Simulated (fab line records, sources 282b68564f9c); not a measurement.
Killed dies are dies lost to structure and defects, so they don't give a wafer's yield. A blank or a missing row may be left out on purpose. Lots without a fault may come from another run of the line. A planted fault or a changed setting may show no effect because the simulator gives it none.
A struck lot beside a sound one | flow rit_cmos | 15 steps out of a route of 202
Sound: wafers L386.1, L386.2, L386.3. Struck: wafers L398.1, L398.3, L398.6. The cause comes at the end.
At each step with rows: each side's tool, then ch and its chambers, then its first start. Under that, the readings that differ: sound wafers | struck wafers | difference of the means | sigmas: that difference in standard deviations of wafers without a fault.
alike: readings whose means differ by less than 2 such deviations, and words and numbers that are the same on both sides. not compared: withheld readings, readings that some wafer has no value for, bounds like >300 that may hide the same value, and numbers for which the record gives no deviation and whose values overlap.
The two part at a step that has a row with sigmas, a row that says differs or no value, or rows on one side only. Numbers that don't overlap but have no deviation are shown without sigmas and don't part them. A reading that every wafer of one side lacks parts them only if that side has two wafers or more.

first, 2 steps without rows for these wafers: RIT_PSD_HARDBAKE_07 (time 60 s); RIT_PSD_IMPLANT_08.
RIT_PSD_STRIP_09: strips in O2, time 180 s.
  sound on plasma_asher-04 ch 0,1, day 3 23:10; struck on plasma_asher-03 ch 0,1, day 6 15:34
  alike: drypump_motor_current_A
  not compared: rf_hours_counter_h
RIT_PSD_TW_MEAS_10:
  sound on film_metro-02, day 3 23:20; struck on film_metro-01, day 6 15:44
  alike: PSD_TW
then, 3 steps without rows for these wafers: RIT_SDANNEAL_CLEAN_00 (cleans in SC1, time 600 s); RIT_SDANNEAL_CLEAN_01 (cleans in dHF, time 30 s); RIT_SDANNEAL_CLEAN_02 (cleans in SC2, time 600 s).
RIT_SDANNEAL_RTA_03: time 5 s.
  sound on rtp_anneal-01 ch 0, day 3 23:46; struck on rtp_anneal-02 ch 0, day 6 16:10
  alike: ramp_up_c_per_s, wafer_temp_C_max
RIT_SDANNEAL_RS_MEAS_04: measures by four-point-probe.
  sound on film_metro-01, day 3 23:50; struck on film_metro-02, day 6 16:14
  alike: PSD_RS
RIT_SDANNEAL_RS_MEAS_05: measures by four-point-probe.
  sound on film_metro-01, day 3 23:57; struck on film_metro-02, day 6 16:21
  alike: NSD_RS
RIT_SDANNEAL_RS_MEAS_06: measures by four-point-probe.
  sound on film_metro-01, day 4 00:04; struck on film_metro-02, day 6 16:28
  alike: PLDD_RS
RIT_SDANNEAL_RS_MEAS_07: measures by four-point-probe.
  sound on film_metro-01, day 4 00:11; struck on film_metro-02, day 6 16:35
  alike: NLDD_RS
RIT_SILICIDE_WET_ETCH_00: etches SiO2 in BOE, target depth 14 nm, time 15 s.
  sound on wet_bench-03 ch 1, day 4 00:19; struck on wet_bench-01 ch 0, day 6 16:43
  no value came back on the struck wafers for bath_heat_duty_pct (%), run_length_s (s); on the sound wafers bath_heat_duty_pct (%) reads 1.8 1.7 1.5
  reading                                     | sound             | struck            | difference | sigmas
  model.SiO2_of_FOX2_OXIDATION_00.thk_nm (nm) | 150.1 154.4 150.7 | 161.6 168.8 165.1 | +13.4      |
RIT_SILICIDE_SPUTTER_01: material Ti, target thk 30 nm, time 240 s.
  sound on pvd_sputter-03, day 4 00:19; struck on pvd_sputter-01, day 6 16:43
  alike: throttle_valve_pct
RIT_M1_PROBE_99:
  sound on prober-02, day 4 07:19; struck on prober-01, day 6 23:43
  reading             | sound   | struck                                                                  | difference                   | sigmas
  hold                | - - -   | await_dispo/10.7h/scrap await_dispo/10.7h/scrap await_dispo/10.7h/scrap | no value on the sound wafers |
  killed_at_front_end | 12 4 10 | 264 264 264                                                             | +255                         | +82
  killed_dies         | 12 4 10 | 264 264 264                                                             | +255                         | +82
  killed_on_rim       | 3 0 5   | 70 70 70                                                                | +67                          | +52
  alike: killed_at_contacts, killed_open, killed_short

WHERE THEY PART
First at RIT_SILICIDE_WET_ETCH_00; last, within this record, at RIT_M1_PROBE_99.

WHY: what the simulator had put in
Skipped step whole: wet_bench-01, from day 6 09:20 on, at RIT_SILICIDE_WET_ETCH_00. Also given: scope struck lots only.
